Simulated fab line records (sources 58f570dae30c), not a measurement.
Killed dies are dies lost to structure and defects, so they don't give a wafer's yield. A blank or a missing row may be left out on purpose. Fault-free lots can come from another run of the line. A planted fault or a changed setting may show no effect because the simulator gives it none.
fab line records / flow berkeley-cmos170 / part 2 of 2: steps 27 to 38 of 38
record lots=5 wafers=15 last-day=11
route steps=331 shown PVT@116 GATE@125 FIELD@126 PLDD@145
lots that met no fault: taken from a fault-free run of the same line
start-h: the number of hours between the record's first day and the start of the first shown wafer of the lot / wait-h: hours elapsed since this lot's preceding step / " the same as in the row above / L1.1+2: several wafers, shown together as one row / - no value, or no start was given / * or withheld: withheld / < > ~ a bound
route shown NAME@n: NAME is a module with steps in the file, n the number in the route of the first one / usual: mean/standard deviation of fault-free wafers / same: alike in all rows / chamber/n: place in a boat / sites: the reading at each site / _std_site: their standard deviation / _edge_site: inner sites' mean taken away from outer sites' mean / radius-mm: how far each site lies from the wafer's centre / mask NAME#n: copy n / behind: the most recent tool/chamber to have shaped the wafer / hold: why the lot went on hold/how many hours it stayed there/how the hold came to an end / device: names the non-switching transistor (n, p or np) / end of line: the tests these same wafers got at the end of their route / for a step that has no rows: nothing shown but its recipe / killed: count of dies lost to structure and defects at first sort (not the wafer's yield) / map: per-die view of a wafer (x killed, . not killed, _ where there is no die)
set.NAME: the setting the step ran with; set.NAME@STEP: the setting that earlier step ran with / model.NAME: the simulator's own value behind a step, which no gauge read
a table for each step, a row for each wafer; lots at some steps of the route
services: from which hour (start-h, from the record's first day; less than 0 if before it) a tool's chamber was out of use, for how many hours, and why
## steps
# step UCB170_GATE_STRIP_16
# recipe chemistry=O2 power-w=400 pressure-mtorr=3500 platen-temp-c=withheld o2-flow-sccm=400 overash-fraction=0.5
# usual drypump-motor-current-A=5.7/0.54 oes-product-au=0.724/0.0041
# same overash-fraction=0.5
lot.wafer=L080.1 tool=plasma-asher-03 chamber=0 start-h=160.41 wait-h=0.0 drypump-motor-current-A=5.2 oes-product-au=0.722 rf-hours-counter-h=42
lot.wafer=L080.3 tool=plasma-asher-03 chamber=0 start-h=160.41 wait-h=0.0 drypump-motor-current-A=5.2 oes-product-au=0.719 rf-hours-counter-h=-
lot.wafer=L080.6 tool=plasma-asher-03 chamber=1 start-h=160.41 wait-h=0.0 drypump-motor-current-A=5.3 oes-product-au=0.723 rf-hours-counter-h=-
lot.wafer=L086.1 tool=plasma-asher-01 chamber=1 start-h=184.64 wait-h=0.0 drypump-motor-current-A=6.2 oes-product-au=0.729 rf-hours-counter-h=48
lot.wafer=L086.2 tool=plasma-asher-01 chamber=0 start-h=184.64 wait-h=0.0 drypump-motor-current-A=5.1 oes-product-au=0.730 rf-hours-counter-h=48
lot.wafer=L086.4 tool=plasma-asher-01 chamber=1 start-h=184.64 wait-h=0.0 drypump-motor-current-A=6.3 oes-product-au=0.726 rf-hours-counter-h=-
lot.wafer=L089.2 tool=plasma-asher-01 chamber=0 start-h=194.05 wait-h=0.0 drypump-motor-current-A=5.1 oes-product-au=0.717 rf-hours-counter-h=49
lot.wafer=L089.4 tool=plasma-asher-01 chamber=1 start-h=194.05 wait-h=0.0 drypump-motor-current-A=6.2 oes-product-au=0.726 rf-hours-counter-h=-
lot.wafer=L089.5 tool=plasma-asher-01 chamber=1 start-h=194.05 wait-h=0.0 drypump-motor-current-A=6.2 oes-product-au=0.726 rf-hours-counter-h=-
lot.wafer=L093.2 tool=plasma-asher-01 chamber=1 start-h=219.95 wait-h=0.0 drypump-motor-current-A=6.2 oes-product-au=0.727 rf-hours-counter-h=52
lot.wafer=L093.5 tool=plasma-asher-01 chamber=0 start-h=219.95 wait-h=0.0 drypump-motor-current-A=5.1 oes-product-au=0.728 rf-hours-counter-h=-
lot.wafer=L093.6 tool=plasma-asher-01 chamber=1 start-h=219.95 wait-h=0.0 drypump-motor-current-A=6.2 oes-product-au=0.719 rf-hours-counter-h=-
lot.wafer=L094.1 tool=plasma-asher-02 chamber=0 start-h=220.23 wait-h=0.0 drypump-motor-current-A=5.3 oes-product-au=0.724 rf-hours-counter-h=46
lot.wafer=L094.2 tool=plasma-asher-02 chamber=1 start-h=220.23 wait-h=0.0 drypump-motor-current-A=6.4 oes-product-au=0.726 rf-hours-counter-h=46
lot.wafer=L094.3 tool=plasma-asher-02 chamber=1 start-h=220.23 wait-h=0.0 drypump-motor-current-A=6.4 oes-product-au=0.723 rf-hours-counter-h=-
# step UCB170_GATE_CD_MEAS_90
# recipe target-cd-nm=350
# usual cd-nm=350.4/1.4
lot.wafer=L080.1 tool=cd-sem-01 chamber=- start-h=160.51 wait-h=0.1 cd-nm=352.1
lot.wafer=L080.3 tool=cd-sem-01 chamber=- start-h=160.51 wait-h=0.1 cd-nm=351.3
lot.wafer=L080.6 tool=cd-sem-01 chamber=- start-h=160.51 wait-h=0.1 cd-nm=350.0
lot.wafer=L086.1 tool=cd-sem-01 chamber=- start-h=184.74 wait-h=0.1 cd-nm=351.1
lot.wafer=L086.2 tool=cd-sem-01 chamber=- start-h=184.74 wait-h=0.1 cd-nm=350.9
lot.wafer=L086.4 tool=cd-sem-01 chamber=- start-h=184.74 wait-h=0.1 cd-nm=351.2
lot.wafer=L089.2 tool=cd-sem-01 chamber=- start-h=194.18 wait-h=0.1 cd-nm=350.6
lot.wafer=L089.4 tool=cd-sem-01 chamber=- start-h=194.18 wait-h=0.1 cd-nm=350.3
lot.wafer=L089.5 tool=cd-sem-01 chamber=- start-h=194.18 wait-h=0.1 cd-nm=350.9
lot.wafer=L093.2 tool=cd-sem-01 chamber=- start-h=220.07 wait-h=0.1 cd-nm=348.5
lot.wafer=L093.5 tool=cd-sem-01 chamber=- start-h=220.07 wait-h=0.1 cd-nm=347.8
lot.wafer=L093.6 tool=cd-sem-01 chamber=- start-h=220.07 wait-h=0.1 cd-nm=347.0
lot.wafer=L094.1 tool=cd-sem-01 chamber=- start-h=220.33 wait-h=0.1 cd-nm=350.0
lot.wafer=L094.2 tool=cd-sem-01 chamber=- start-h=220.33 wait-h=0.1 cd-nm=349.9
lot.wafer=L094.3 tool=cd-sem-01 chamber=- start-h=220.33 wait-h=0.1 cd-nm=351.5
# step UCB170_GATE_CLEAN_17
# recipe chemistry=SPM temp-c=120 time-s=600
lot.wafer=L080.1+3+6 tool=wet-bench-02 chamber=2 start-h=160.63 wait-h=0.1
lot.wafer=L086.1+2+4 tool=wet-bench-02 chamber=2 start-h=184.86 wait-h=0.1
lot.wafer=L089.2+4+5 tool=wet-bench-03 chamber=2 start-h=194.28 wait-h=0.1
lot.wafer=L093.2+5+6 tool=wet-bench-02 chamber=1 start-h=220.17 wait-h=0.1
lot.wafer=L094.1+2+3 tool=wet-bench-01 chamber=1 start-h=220.45 wait-h=0.1
# step UCB170_PLDD_HMDS_00
# recipe prime-time-s=60 prime-temp-c=100
lot.wafer=L080.1+3+6 tool=litho-track-02 chamber=0 start-h=160.81 wait-h=0.0
lot.wafer=L086.1+2+4 tool=litho-track-02 chamber=0 start-h=185.16 wait-h=0.1
lot.wafer=L089.2+4+5 tool=litho-track-01 chamber=0 start-h=194.48 wait-h=0.0
lot.wafer=L093.2+5+6 tool=litho-track-01 chamber=0 start-h=220.42 wait-h=0.1
lot.wafer=L094.1+2+3 tool=litho-track-04 chamber=0 start-h=220.62 wait-h=0.0
# step UCB170_PLDD_COAT_01
# recipe resist=KrF spin-rpm=1500 resist-thk-nm=900
# usual dispense-pressure-kPa=48/3.7
lot.wafer=L080.1 tool=litho-track-02 chamber=0 start-h=160.96 wait-h=0.1 dispense-pressure-kPa=52
lot.wafer=L080.3 tool=litho-track-02 chamber=0 start-h=160.96 wait-h=0.1 dispense-pressure-kPa=52
lot.wafer=L080.6 tool=litho-track-02 chamber=0 start-h=160.96 wait-h=0.1 dispense-pressure-kPa=52
lot.wafer=L086.1 tool=litho-track-02 chamber=0 start-h=185.31 wait-h=0.1 dispense-pressure-kPa=52
lot.wafer=L086.2 tool=litho-track-02 chamber=0 start-h=185.31 wait-h=0.1 dispense-pressure-kPa=52
lot.wafer=L086.4 tool=litho-track-02 chamber=0 start-h=185.31 wait-h=0.1 dispense-pressure-kPa=52
lot.wafer=L089.2 tool=litho-track-01 chamber=0 start-h=194.63 wait-h=0.1 dispense-pressure-kPa=48
lot.wafer=L089.4 tool=litho-track-01 chamber=0 start-h=194.63 wait-h=0.1 dispense-pressure-kPa=48
lot.wafer=L089.5 tool=litho-track-01 chamber=0 start-h=194.63 wait-h=0.1 dispense-pressure-kPa=48
lot.wafer=L093.2 tool=litho-track-01 chamber=0 start-h=220.57 wait-h=0.1 dispense-pressure-kPa=48
lot.wafer=L093.5 tool=litho-track-01 chamber=0 start-h=220.57 wait-h=0.1 dispense-pressure-kPa=48
lot.wafer=L093.6 tool=litho-track-01 chamber=0 start-h=220.57 wait-h=0.1 dispense-pressure-kPa=48
lot.wafer=L094.1 tool=litho-track-04 chamber=0 start-h=220.77 wait-h=0.1 dispense-pressure-kPa=42
lot.wafer=L094.2 tool=litho-track-04 chamber=0 start-h=220.77 wait-h=0.1 dispense-pressure-kPa=42
lot.wafer=L094.3 tool=litho-track-04 chamber=0 start-h=220.77 wait-h=0.1 dispense-pressure-kPa=42
# step UCB170_PLDD_SOFTBAKE_02
# recipe resist=KrF temp-c=130 time-s=60
# usual heater-power-total-W=56.80/0.042
lot.wafer=L080.1 tool=litho-track-02 chamber=0 start-h=161.11 wait-h=0.1 heater-power-total-W=56.86
lot.wafer=L080.3 tool=litho-track-02 chamber=0 start-h=161.11 wait-h=0.1 heater-power-total-W=56.83
lot.wafer=L080.6 tool=litho-track-02 chamber=0 start-h=161.11 wait-h=0.1 heater-power-total-W=56.78
lot.wafer=L086.1 tool=litho-track-02 chamber=0 start-h=185.46 wait-h=0.1 heater-power-total-W=56.85
lot.wafer=L086.2 tool=litho-track-02 chamber=0 start-h=185.46 wait-h=0.1 heater-power-total-W=56.78
lot.wafer=L086.4 tool=litho-track-02 chamber=0 start-h=185.46 wait-h=0.1 heater-power-total-W=56.83
lot.wafer=L089.2 tool=litho-track-01 chamber=0 start-h=194.78 wait-h=0.1 heater-power-total-W=56.80
lot.wafer=L089.4 tool=litho-track-01 chamber=0 start-h=194.78 wait-h=0.1 heater-power-total-W=56.80
lot.wafer=L089.5 tool=litho-track-01 chamber=0 start-h=194.78 wait-h=0.1 heater-power-total-W=56.79
lot.wafer=L093.2 tool=litho-track-01 chamber=0 start-h=220.72 wait-h=0.1 heater-power-total-W=56.79
lot.wafer=L093.5 tool=litho-track-01 chamber=0 start-h=220.72 wait-h=0.1 heater-power-total-W=56.74
lot.wafer=L093.6 tool=litho-track-01 chamber=0 start-h=220.72 wait-h=0.1 heater-power-total-W=56.76
lot.wafer=L094.1 tool=litho-track-04 chamber=0 start-h=220.92 wait-h=0.1 heater-power-total-W=56.79
lot.wafer=L094.2 tool=litho-track-04 chamber=0 start-h=220.92 wait-h=0.1 heater-power-total-W=56.86
lot.wafer=L094.3 tool=litho-track-04 chamber=0 start-h=220.92 wait-h=0.1 heater-power-total-W=56.84
# step UCB170_PLDD_EXPOSE_03
# recipe mask-id=PSELECT na=0.5 sigma-outer=0.6 source-shape=conventional target-cd-nm=1200 dose-mj=30
# usual reticle-temp-C=23.01/0.1
# same sigma-outer=0.6
lot.wafer=L080.1 tool=krf-scanner-01 chamber=0 start-h=161.40 wait-h=0.3 mask=PSELECT#0 reticle-temp-C=23.08
lot.wafer=L080.3 tool=krf-scanner-01 chamber=0 start-h=161.40 wait-h=0.3 mask=PSELECT#0 reticle-temp-C=23.05
lot.wafer=L080.6 tool=krf-scanner-01 chamber=0 start-h=161.40 wait-h=0.3 mask=PSELECT#0 reticle-temp-C=23.03
lot.wafer=L086.1 tool=krf-scanner-02 chamber=0 start-h=185.61 wait-h=0.1 mask=PSELECT#0 reticle-temp-C=22.86
lot.wafer=L086.2 tool=krf-scanner-02 chamber=0 start-h=185.61 wait-h=0.1 mask=PSELECT#0 reticle-temp-C=23.00
lot.wafer=L086.4 tool=krf-scanner-02 chamber=0 start-h=185.61 wait-h=0.1 mask=PSELECT#0 reticle-temp-C=23.04
lot.wafer=L089.2 tool=krf-scanner-01 chamber=0 start-h=195.17 wait-h=0.4 mask=PSELECT#0 reticle-temp-C=23.05
lot.wafer=L089.4 tool=krf-scanner-01 chamber=0 start-h=195.17 wait-h=0.4 mask=PSELECT#0 reticle-temp-C=23.23
lot.wafer=L089.5 tool=krf-scanner-01 chamber=0 start-h=195.17 wait-h=0.4 mask=PSELECT#0 reticle-temp-C=23.06
lot.wafer=L093.2 tool=krf-scanner-02 chamber=0 start-h=220.87 wait-h=0.1 mask=PSELECT#0 reticle-temp-C=22.89
lot.wafer=L093.5 tool=krf-scanner-02 chamber=0 start-h=220.87 wait-h=0.1 mask=PSELECT#0 reticle-temp-C=22.98
lot.wafer=L093.6 tool=krf-scanner-02 chamber=0 start-h=220.87 wait-h=0.1 mask=PSELECT#0 reticle-temp-C=22.98
lot.wafer=L094.1 tool=krf-scanner-01 chamber=0 start-h=221.20 wait-h=0.2 mask=PSELECT#0 reticle-temp-C=23.00
lot.wafer=L094.2 tool=krf-scanner-01 chamber=0 start-h=221.20 wait-h=0.2 mask=PSELECT#0 reticle-temp-C=23.03
lot.wafer=L094.3 tool=krf-scanner-01 chamber=0 start-h=221.20 wait-h=0.2 mask=PSELECT#0 reticle-temp-C=22.95
# step UCB170_PLDD_PEB_04
# recipe peb-temp-c=130 peb-time-s=withheld resist=KrF
# usual heater-power-total-W=56.80/0.052
lot.wafer=L080.1 tool=litho-track-01 chamber=0 start-h=161.52 wait-h=0.1 heater-power-total-W=56.73
lot.wafer=L080.3 tool=litho-track-01 chamber=0 start-h=161.52 wait-h=0.1 heater-power-total-W=56.80
lot.wafer=L080.6 tool=litho-track-01 chamber=0 start-h=161.52 wait-h=0.1 heater-power-total-W=56.81
lot.wafer=L086.1 tool=litho-track-04 chamber=0 start-h=185.73 wait-h=0.1 heater-power-total-W=56.85
lot.wafer=L086.2 tool=litho-track-04 chamber=0 start-h=185.73 wait-h=0.1 heater-power-total-W=56.84
lot.wafer=L086.4 tool=litho-track-04 chamber=0 start-h=185.73 wait-h=0.1 heater-power-total-W=56.79
lot.wafer=L089.2 tool=litho-track-04 chamber=0 start-h=195.29 wait-h=0.1 heater-power-total-W=56.83
lot.wafer=L089.4 tool=litho-track-04 chamber=0 start-h=195.29 wait-h=0.1 heater-power-total-W=56.70
lot.wafer=L089.5 tool=litho-track-04 chamber=0 start-h=195.29 wait-h=0.1 heater-power-total-W=56.81
lot.wafer=L093.2 tool=litho-track-02 chamber=0 start-h=220.99 wait-h=0.1 heater-power-total-W=56.90
lot.wafer=L093.5 tool=litho-track-02 chamber=0 start-h=220.99 wait-h=0.1 heater-power-total-W=56.84
lot.wafer=L093.6 tool=litho-track-02 chamber=0 start-h=220.99 wait-h=0.1 heater-power-total-W=56.77
lot.wafer=L094.1 tool=litho-track-04 chamber=0 start-h=221.32 wait-h=0.1 heater-power-total-W=56.73
lot.wafer=L094.2 tool=litho-track-04 chamber=0 start-h=221.32 wait-h=0.1 heater-power-total-W=56.84
lot.wafer=L094.3 tool=litho-track-04 chamber=0 start-h=221.32 wait-h=0.1 heater-power-total-W=56.78
# step UCB170_PLDD_DEVELOP_05
# recipe developer=TMAH develop-time-s=45 resist=KrF dev-temp-c=21
lot.wafer=L080.1+3+6 tool=litho-track-01 chamber=0 start-h=- wait-h=-
lot.wafer=L086.1+2+4 tool=litho-track-04 chamber=0 start-h=- wait-h=-
lot.wafer=L089.2+4+5 tool=litho-track-04 chamber=0 start-h=- wait-h=-
lot.wafer=L093.2+5+6 tool=litho-track-02 chamber=0 start-h=- wait-h=-
lot.wafer=L094.1+2+3 tool=litho-track-04 chamber=0 start-h=- wait-h=-
# step UCB170_PLDD_CD_MEAS_06
# recipe target-cd-nm=1200
# usual cd-nm=1200.2/1.5
lot.wafer=L080.1 tool=cd-sem-01 chamber=- start-h=161.79 wait-h=- cd-nm=1200.7
lot.wafer=L080.3 tool=cd-sem-01 chamber=- start-h=161.79 wait-h=- cd-nm=1199.8
lot.wafer=L080.6 tool=cd-sem-01 chamber=- start-h=161.79 wait-h=- cd-nm=1199.9
lot.wafer=L086.1 tool=cd-sem-01 chamber=- start-h=186.01 wait-h=- cd-nm=1200.4
lot.wafer=L086.2 tool=cd-sem-01 chamber=- start-h=186.01 wait-h=- cd-nm=1198.4
lot.wafer=L086.4 tool=cd-sem-01 chamber=- start-h=186.01 wait-h=- cd-nm=1199.4
lot.wafer=L089.2 tool=cd-sem-01 chamber=- start-h=195.56 wait-h=- cd-nm=1198.7
lot.wafer=L089.4 tool=cd-sem-01 chamber=- start-h=195.56 wait-h=- cd-nm=1197.9
lot.wafer=L089.5 tool=cd-sem-01 chamber=- start-h=195.56 wait-h=- cd-nm=1197.4
lot.wafer=L093.2 tool=cd-sem-01 chamber=- start-h=221.26 wait-h=- cd-nm=1200.6
lot.wafer=L093.5 tool=cd-sem-01 chamber=- start-h=221.26 wait-h=- cd-nm=1201.7
lot.wafer=L093.6 tool=cd-sem-01 chamber=- start-h=221.26 wait-h=- cd-nm=1201.3
lot.wafer=L094.1 tool=cd-sem-02 chamber=- start-h=221.59 wait-h=- cd-nm=1197.7
lot.wafer=L094.2 tool=cd-sem-02 chamber=- start-h=221.59 wait-h=- cd-nm=1197.5
lot.wafer=L094.3 tool=cd-sem-02 chamber=- start-h=221.59 wait-h=- cd-nm=1197.5
# step UCB170_PLDD_OVL_MEAS_07
# usual PLDD_OVL=4/5.1
lot.wafer=L080.1 tool=overlay-01 chamber=- start-h=161.91 wait-h=0.1 PLDD_OVL[nm]=4
lot.wafer=L080.3 tool=overlay-01 chamber=- start-h=161.91 wait-h=0.1 PLDD_OVL[nm]=0
lot.wafer=L080.6 tool=overlay-01 chamber=- start-h=161.91 wait-h=0.1 PLDD_OVL[nm]=3
lot.wafer=L086.1 tool=overlay-01 chamber=- start-h=186.13 wait-h=0.1 PLDD_OVL[nm]=-6
lot.wafer=L086.2 tool=overlay-01 chamber=- start-h=186.13 wait-h=0.1 PLDD_OVL[nm]=-5
lot.wafer=L086.4 tool=overlay-01 chamber=- start-h=186.13 wait-h=0.1 PLDD_OVL[nm]=-4
lot.wafer=L089.2 tool=overlay-02 chamber=- start-h=195.67 wait-h=0.1 PLDD_OVL[nm]=5
lot.wafer=L089.4 tool=overlay-02 chamber=- start-h=195.67 wait-h=0.1 PLDD_OVL[nm]=16
lot.wafer=L089.5 tool=overlay-02 chamber=- start-h=195.67 wait-h=0.1 PLDD_OVL[nm]=7
lot.wafer=L093.2 tool=overlay-01 chamber=- start-h=221.37 wait-h=0.1 PLDD_OVL[nm]=5
lot.wafer=L093.5 tool=overlay-01 chamber=- start-h=221.37 wait-h=0.1 PLDD_OVL[nm]=7
lot.wafer=L093.6 tool=overlay-01 chamber=- start-h=221.37 wait-h=0.1 PLDD_OVL[nm]=1
lot.wafer=L094.1 tool=overlay-02 chamber=- start-h=221.71 wait-h=0.1 PLDD_OVL[nm]=9
lot.wafer=L094.2 tool=overlay-02 chamber=- start-h=221.71 wait-h=0.1 PLDD_OVL[nm]=12
lot.wafer=L094.3 tool=overlay-02 chamber=- start-h=221.71 wait-h=0.1 PLDD_OVL[nm]=4
# step UCB170_PLDD_IMPLANT_08
# recipe species=BF2 dose-cm2=5e+13 energy-kev=10 tilt-deg=7 rotation-deg=0
# usual rotation-deg=-0.004/0.023
lot.wafer=L080.1 tool=implanter-01 chamber=0 start-h=161.95 wait-h=0.0 rotation-deg=0.010
lot.wafer=L080.3 tool=implanter-01 chamber=0 start-h=161.95 wait-h=0.0 rotation-deg=-0.006
lot.wafer=L080.6 tool=implanter-01 chamber=0 start-h=161.95 wait-h=0.0 rotation-deg=-0.003
lot.wafer=L086.1 tool=implanter-03 chamber=0 start-h=186.16 wait-h=0.0 rotation-deg=0.008
lot.wafer=L086.2 tool=implanter-03 chamber=0 start-h=186.16 wait-h=0.0 rotation-deg=0.025
lot.wafer=L086.4 tool=implanter-03 chamber=0 start-h=186.16 wait-h=0.0 rotation-deg=0.017
lot.wafer=L089.2 tool=implanter-04 chamber=0 start-h=195.73 wait-h=0.0 rotation-deg=0.022
lot.wafer=L089.4 tool=implanter-04 chamber=0 start-h=195.73 wait-h=0.0 rotation-deg=0.021
lot.wafer=L089.5 tool=implanter-04 chamber=0 start-h=195.73 wait-h=0.0 rotation-deg=0.011
lot.wafer=L093.2 tool=implanter-04 chamber=0 start-h=221.42 wait-h=0.0 rotation-deg=0.024
lot.wafer=L093.5 tool=implanter-04 chamber=0 start-h=221.42 wait-h=0.0 rotation-deg=0.040
lot.wafer=L093.6 tool=implanter-04 chamber=0 start-h=221.42 wait-h=0.0 rotation-deg=0.024
lot.wafer=L094.1 tool=implanter-03 chamber=0 start-h=221.75 wait-h=0.0 rotation-deg=-0.001
lot.wafer=L094.2 tool=implanter-03 chamber=0 start-h=221.75 wait-h=0.0 rotation-deg=-0.018
lot.wafer=L094.3 tool=implanter-03 chamber=0 start-h=221.75 wait-h=0.0 rotation-deg=0.002
## services
tool=rie-si-01 chamber=3 start-h=130.90 hours=- kind=clean
tool=rie-si-01 chamber=3 start-h=130.90 hours=22.7 kind=scheduled-down
tool=rie-si-01 chamber=3 start-h=130.90 hours=22.7 kind=vent-cycle
tool=implanter-03 chamber=- start-h=142.06 hours=6.1 kind=pm
tool=furnace-03 chamber=- start-h=142.17 hours=3.5 kind=pm
tool=rie-diel-04 chamber=- start-h=143.42 hours=3.1 kind=repair
tool=rie-si-02 chamber=- start-h=155.65 hours=4.3 kind=pm
tool=implanter-03 chamber=- start-h=159.60 hours=6.2 kind=repair
tool=furnace-04 chamber=- start-h=160.42 hours=4.0 kind=pm
tool=krf-scanner-01 chamber=- start-h=166.21 hours=0.8 kind=pm
tool=implanter-04 chamber=- start-h=172.55 hours=3.4 kind=repair
tool=rie-diel-04 chamber=- start-h=173.37 hours=0.3 kind=repair
tool=krf-scanner-01 chamber=- start-h=179.62 hours=1.0 kind=pm
tool=rie-diel-03 chamber=0 start-h=189.13 hours=8.9 kind=repair
tool=rie-si-02 chamber=- start-h=193.14 hours=0.3 kind=repair
tool=krf-scanner-02 chamber=- start-h=197.13 hours=0.8 kind=pm
tool=rie-si-02 chamber=1 start-h=207.75 hours=7.3 kind=repair
tool=krf-scanner-02 chamber=- start-h=210.38 hours=2.2 kind=repair
tool=plasma-asher-04 chamber=- start-h=214.28 hours=1.0 kind=repair
tool=rie-diel-04 chamber=0 start-h=215.85 hours=- kind=clean
tool=rie-diel-04 chamber=0 start-h=215.85 hours=13.0 kind=scheduled-down
tool=rie-diel-04 chamber=0 start-h=215.85 hours=13.0 kind=vent-cycle
tool=furnace-02 chamber=- start-h=219.03 hours=3.1 kind=pm
